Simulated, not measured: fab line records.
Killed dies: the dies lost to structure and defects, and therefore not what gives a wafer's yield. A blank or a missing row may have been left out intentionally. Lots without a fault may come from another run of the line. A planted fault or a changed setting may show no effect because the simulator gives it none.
The tool behind it: which one?    flow berkeley-cmos170    13 lots, 38 wafers sampled, at 4 steps of a route of 331

WHAT EACH GAUGE READ, for each wafer
UCB170_M2_CD_MEAS_90 targets a cd of 700 nm. Usual: cd-nm 700 nm, standard deviation 4.
lot   measured      on         cd-nm (nm)   flag
L652  day 7 11:34   cd-sem-02  703 692 695  
L651  day 7 18:40   cd-sem-01  699 696 700  
L654  day 8 12:32   cd-sem-02  704 701 697  
L655  day 8 13:09   cd-sem-02  702 700 700  
L662  day 9 22:06   cd-sem-01  703 703 705  
L659  day 9 22:55   cd-sem-02  695 692 700  
L663  day 10 14:17  cd-sem-01  695 706 700  
L665  day 11 00:43  cd-sem-01  699 700 698  
L664  day 10 23:53  cd-sem-01  699 704 698  
L666  day 11 04:52  cd-sem-02  699 700 704  
L673  day 11 22:09  cd-sem-01  701 701 699  
L671  day 11 22:49  cd-sem-01  702 704      
L672  day 12 00:15  cd-sem-01  704 702 694  

UCB170_M3_CD_MEAS_90 targets a cd of 700 nm. Usual: cd-nm 697 nm, standard deviation 6.4.
lot   measured      on         cd-nm (nm)   flag
L652  day 7 18:32   cd-sem-01  698 685 699  
L651  day 8 00:04   cd-sem-02  692 695 692  
L654  day 8 18:04   cd-sem-01  700 702 703  
L655  day 8 18:42   cd-sem-01  699 698 699  
L662  day 10 04:34  cd-sem-02  703 696 702  
L659  day 10 05:13  cd-sem-02  707 708 692  
L663  day 10 23:31  cd-sem-02  691 702 700  
L665  day 11 06:50  cd-sem-01  697 697 700  
L664  day 11 05:13  cd-sem-01  701 685 701  
L666  day 11 12:14  cd-sem-01  691 705 702  
L673  day 12 04:13  cd-sem-01  685 686 685  
L671  day 12 04:51  cd-sem-01  704 701      
L672  day 12 05:58  cd-sem-01  691 693 705  

EACH LOT AND THE TOOL THAT RAN IT (in order: tool; ch and the chambers of the sampled wafers; start)
lot   UCB170_SDANNEAL_RTA_01            UCB170_M2_STRIP_08
L652  rtp-anneal-01 ch 0, day 6 18:59   wet-bench-02 ch 0, day 7 10:03
L651  rtp-anneal-01 ch 0, day 6 19:21   wet-bench-02 ch 0, day 7 15:53
L654  rtp-anneal-02 ch 0, day 7 19:58   wet-bench-02 ch 2, day 8 10:40
L655  rtp-anneal-01 ch 0, day 7 19:58   wet-bench-03 ch 1, day 8 11:07
L662  rtp-anneal-02 ch 0, day 8 21:48   wet-bench-02 ch 3, day 9 19:04
L659  rtp-anneal-02 ch 0, day 8 22:20   wet-bench-02 ch 3, day 9 19:31
L663  rtp-anneal-01 ch 0, day 9 14:30   wet-bench-04 ch 2, day 10 11:58
L665  rtp-anneal-02 ch 0, day 10 01:07  wet-bench-02 ch 2, day 10 22:20
L664  rtp-anneal-01 ch 0, day 10 01:27  wet-bench-02 ch 1, day 10 22:20
L666  rtp-anneal-01 ch 0, day 10 11:09  wet-bench-02 ch 3, day 11 03:21
L673  rtp-anneal-01 ch 0, day 11 02:44  wet-bench-02 ch 1, day 11 19:19
L671  rtp-anneal-02 ch 0, day 11 02:59  wet-bench-02 ch 3, day 11 20:05
L672  rtp-anneal-02 ch 0, day 11 03:26  wet-bench-04 ch 1, day 11 22:11
- UCB170_SDANNEAL_RTA_01: time 5 s.
- UCB170_M2_STRIP_08: strips KrF in DMSO, time 600 s.

AS READ BY THE TOOLS THEMSELVES (means over the sampled wafers that have a number; for cases with no such wafer, the mark the record gives instead)
UCB170_SDANNEAL_RTA_01. Usual: anneal-temp-c-max 1054.2, standard deviation 0.91; chamber-o2-ppm 2.000, standard deviation 0.022; lamp-power-pct 39.0 %, standard deviation 1.1; wafer_temp_C_max 1055.4, standard deviation 1.
lot   tool           anneal-temp-c-max  chamber-o2-ppm  lamp-power-pct (%)  wafer_temp_C_max  flag
L652  rtp-anneal-01  1052.7             2.005           38.2                1055.1            
L651  rtp-anneal-01  1054.3             1.993           38.2                1055.8            
L654  rtp-anneal-02  1054.7             2.018           40.3                1056.1            
L655  rtp-anneal-01  1054.5             2.013           38.1                1055.5            
L662  rtp-anneal-02  1053.7             2.009           40.3                1054.8            
L659  rtp-anneal-02  1055.1             1.989           40.4                1054.9            
L663  rtp-anneal-01  1053.5             2.024           38.2                1056.5            
L665  rtp-anneal-02  1055.0             2.001           40.3                1055.7            
L664  rtp-anneal-01  1053.9             1.987           38.2                1055.2            
L666  rtp-anneal-01  1054.2             2.022           38.2                1056.1            
L673  rtp-anneal-01  1054.7             2.003           38.2                1054.7            
L671  rtp-anneal-02  1055.9             2.024           40.3                1056.0            
L672  rtp-anneal-02  1054.1             1.986           40.4                1055.1            

THE ANSWER, worked out from the rows above alone
Rule: take the mean of a lot's wafers that have a number; if it is more than 3 standard deviations from the usual mean, the lot is off. A lot without any number at a reading at which 4 lots or more have one is off too. Any other lot the step has rows for is counted as sound. First the gauges in route order, then the tools' own readings, where a lot's mean is used as printed above. At the first step where some lot is off, the reading lying furthest off is the one used; lots without a number count as furthest.
None of the lots is off at any reading shown; this tells nothing.

WHAT THE SIMULATOR PUT IN
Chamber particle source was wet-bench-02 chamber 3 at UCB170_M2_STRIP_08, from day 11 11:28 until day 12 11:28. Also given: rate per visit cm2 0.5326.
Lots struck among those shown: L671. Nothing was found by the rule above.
